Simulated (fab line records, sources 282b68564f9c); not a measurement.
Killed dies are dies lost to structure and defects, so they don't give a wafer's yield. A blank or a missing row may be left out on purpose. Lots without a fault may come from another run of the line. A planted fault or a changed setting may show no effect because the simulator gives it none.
A struck lot beside a sound one | flow rit_cmos | 17 steps out of a route of 202
Sound: wafers L628.1, L628.5, L628.6. Struck: wafers L640.2, L640.4, L640.6. The cause comes at the end.
At each step with rows: each side's tool, then ch and its chambers, then its first start. Under that, the readings that differ: sound wafers | struck wafers | difference of the means | sigmas: that difference in standard deviations of wafers without a fault.
alike: readings whose means differ by less than 2 such deviations, and words and numbers that are the same on both sides. not compared: withheld readings, readings that some wafer has no value for, bounds like >300 that may hide the same value, and numbers for which the record gives no deviation and whose values overlap.
The two part at a step that has a row with sigmas, a row that says differs or no value, or rows on one side only. Numbers that don't overlap but have no deviation are shown without sigmas and don't part them. A reading that every wafer of one side lacks parts them only if that side has two wafers or more.

first, 1 step without rows for these wafers: RIT_PSD_IMPLANT_08.
RIT_PSD_STRIP_09: strips in O2, time 180 s.
  sound on plasma_asher-03 ch 0,1, day 3 10:13; struck on plasma_asher-02 ch 0,1, day 6 01:34
  reading                     | sound          | struck         | difference | sigmas
  drypump_motor_current_A (A) | 6.11 5.41 6.08 | 5.37 5.43 5.46 | -0.45      | -2
  not compared: rf_hours_counter_h
RIT_PSD_TW_MEAS_10:
  sound on film_metro-01, day 3 10:23; struck on film_metro-02, day 6 01:44
  alike: PSD_TW
then, 3 steps without rows for these wafers: RIT_SDANNEAL_CLEAN_00 (cleans in SC1, time 600 s); RIT_SDANNEAL_CLEAN_01 (cleans in dHF, time 30 s); RIT_SDANNEAL_CLEAN_02 (cleans in SC2, time 600 s).
RIT_SDANNEAL_RTA_03: time 5 s.
  sound on rtp_anneal-02 ch 0, day 3 10:49; struck on rtp_anneal-02 ch 0, day 6 02:10
  alike: wafer_temp_C_max
RIT_SDANNEAL_RS_MEAS_04: measures by four-point-probe.
  sound on film_metro-01, day 3 10:52; struck on film_metro-02, day 6 02:14
  alike: PSD_RS
RIT_SDANNEAL_RS_MEAS_05: measures by four-point-probe.
  sound on film_metro-01, day 3 10:59; struck on film_metro-02, day 6 02:22
  alike: NSD_RS
RIT_SDANNEAL_RS_MEAS_06: measures by four-point-probe.
  sound on film_metro-01, day 3 11:07; struck on film_metro-02, day 6 02:29
  alike: PLDD_RS
RIT_SDANNEAL_RS_MEAS_07: measures by four-point-probe.
  sound on film_metro-01, day 3 11:14; struck on film_metro-02, day 6 02:36
  alike: NLDD_RS
then, 1 step without rows for these wafers: RIT_SILICIDE_WET_ETCH_00 (etches SiO2 in BOE, target depth 14 nm, time 15 s).
RIT_SILICIDE_SPUTTER_01: material Ti, target thk 30 nm, time 236.4 s.
  sound on pvd_sputter-01, day 3 11:22; struck on pvd_sputter-01, day 6 02:43
  reading                                     | sound            | struck            | difference | sigmas
  model.Ti_of_SILICIDE_SPUTTER_01.thk_nm (nm) | 29.2 29.24 28.93 | 19.15 19.47 19.52 | -9.74      |
  alike: substrate_temp_c, throttle_valve_pct
RIT_SILICIDE_RS_MEAS_02: measures by four-point-probe.
  sound on film_metro-04, day 3 11:31; struck on film_metro-02, day 6 02:53
  reading                 | sound          | struck         | difference | sigmas
  SILICIDE_TI_RS (ohm/sq) | 49.4 49.3 49.9 | 84.5 82.9 82.6 | +33.8      | +35
RIT_SILICIDE_THK_MEAS_03: measures by xrf.
  sound on film_metro-04, day 3 11:38; struck on film_metro-02, day 6 02:59
  reading              | sound          | struck         | difference | sigmas
  SILICIDE_TI_THK (nm) | 29.6 29.6 29.2 | 19.2 19.7 19.7 | -9.9       | -20
RIT_SILICIDE_RTA_04: time 10 s, ramp up 5 s, ramp down 5 s.
  sound on rtp_anneal-01 ch 0, day 3 11:41; struck on rtp_anneal-01 ch 0, day 6 03:03
  alike: wafer_temp_C_max
RIT_M1_PROBE_99:
  the record has rows for the sound wafers here (prober-02, day 3 18:36) and none for the struck ones

WHERE THEY PART
First at RIT_PSD_STRIP_09; last, within this record, at RIT_M1_PROBE_99.

WHY: what the simulator had put in
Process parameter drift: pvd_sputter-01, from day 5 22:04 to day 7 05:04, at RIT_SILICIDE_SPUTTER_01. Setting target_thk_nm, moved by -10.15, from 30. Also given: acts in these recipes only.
